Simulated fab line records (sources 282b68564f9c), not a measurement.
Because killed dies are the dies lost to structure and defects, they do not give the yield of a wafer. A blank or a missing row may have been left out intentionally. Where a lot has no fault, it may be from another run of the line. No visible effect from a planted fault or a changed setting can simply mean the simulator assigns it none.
Matching of chambers ; flow ritCmos ; rieSi-01 running RIT_GATE_ETCH_19: 4 sister chambers
The step etches poly-Si in SF6/CHF3/O2, stops on SiO2, time 165 s, target depth 312.5 nm. 4 wafers are shown with their chamber, then 8 later ones without.

## WAFERS PAIRED WITH THEIR CHAMBERS
wafer;chamber;throttleValvePct (%)
L338.2;1;9.97
L342.5;3;10.23
L342.6;2;10.31
L344.3;0;10.13

## WAFERS WHOSE CHAMBER IS MISSING
wafer;throttleValvePct (%)
L344.4;10.32
L344.5;10.32
L348.1;10.12
L348.5;9.97
L348.6;10.31
L350.2;10.32
L350.4;10.23
L350.5;10.30

## THE CHAMBER EACH PASSED THROUGH
wafer;from the rows above;in truth
L344.4;2;2
L344.5;2;2
L348.1;0;0
L348.5;1;1
L348.6;2;2
L350.2;2;2
L350.4;3;3
L350.5;2;2
8 of 8 placed correctly. Can't be placed from these rows: 0. Placed wrongly: 0.
How it was worked out, from the rows above alone: a wafer's distance from a chamber is the root of the sum, over the readings, of the square of ((its reading less the chamber's mean) divided by the reading's scatter). The wafer belongs to the nearest chamber; if the next one is less than 2 further off, it can't be placed. A chamber's mean is the mean of its shown wafers. The scatter (one wafer shown for each chamber): square how far every hidden wafer sits from the nearest shown wafer, average those squares and take the square root.
